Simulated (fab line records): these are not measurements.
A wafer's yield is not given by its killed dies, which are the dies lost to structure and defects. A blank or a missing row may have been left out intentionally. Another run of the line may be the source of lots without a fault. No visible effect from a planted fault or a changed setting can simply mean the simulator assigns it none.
Chamber matching :: flow berkeley_cmos170 :: UCB170_GATE_ETCH_15 on rie_si-02 has 4 sister chambers
The step etches poly-Si in HBr/Cl2, stops on SiO2, time 56.3 s, target depth 278.2 nm. 4 wafers are shown with their chamber, then 8 later ones without.

## WAFERS PAIRED WITH THEIR CHAMBERS
wafer: L313.1
chamber: 1
drypump_motor_current_A (A): 5.6

wafer: L316.4
chamber: 3
drypump_motor_current_A (A): 5.9

wafer: L317.4
chamber: 2
drypump_motor_current_A (A): 5.9

wafer: L323.1
chamber: 0
drypump_motor_current_A (A): 5.2

## WAFERS MISSING THEIR CHAMBER
wafer: L323.3
drypump_motor_current_A (A): 5.5

wafer: L323.4
drypump_motor_current_A (A): 5.9

wafer: L325.1
drypump_motor_current_A (A): 5.9

wafer: L325.4
drypump_motor_current_A (A): 5.6

wafer: L325.6
drypump_motor_current_A (A): 5.9

wafer: L327.1
drypump_motor_current_A (A): 5.2

wafer: L327.3
drypump_motor_current_A (A): 5.5

wafer: L327.6
drypump_motor_current_A (A): 5.9

## EACH ONE'S CHAMBER
wafer: L323.3
from the rows above: 1
in truth: 1

wafer: L323.4
from the rows above: can't be placed: 2 or 3
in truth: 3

wafer: L325.1
from the rows above: can't be placed: 2 or 3
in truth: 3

wafer: L325.4
from the rows above: 1
in truth: 1

wafer: L325.6
from the rows above: can't be placed: 2 or 3
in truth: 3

wafer: L327.1
from the rows above: 0
in truth: 0

wafer: L327.3
from the rows above: 1
in truth: 1

wafer: L327.6
from the rows above: can't be placed: 2 or 3
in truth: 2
Correct placement for 4 of the 8. These rows do not allow placing 4 (true chamber among the candidates in 4). Placed wrongly: 0.
How it was worked out, from the rows above alone: a wafer's distance from a chamber is the root of the sum, over the readings, of the square of ((its reading less the chamber's mean) divided by the reading's scatter). The wafer belongs to the nearest chamber; if the next one is less than 2 further off, it can't be placed. The mean given for a chamber averages the wafers shown for that chamber. The scatter: root of mean squared gap, hidden wafer to nearest shown wafer, with one shown wafer a chamber.
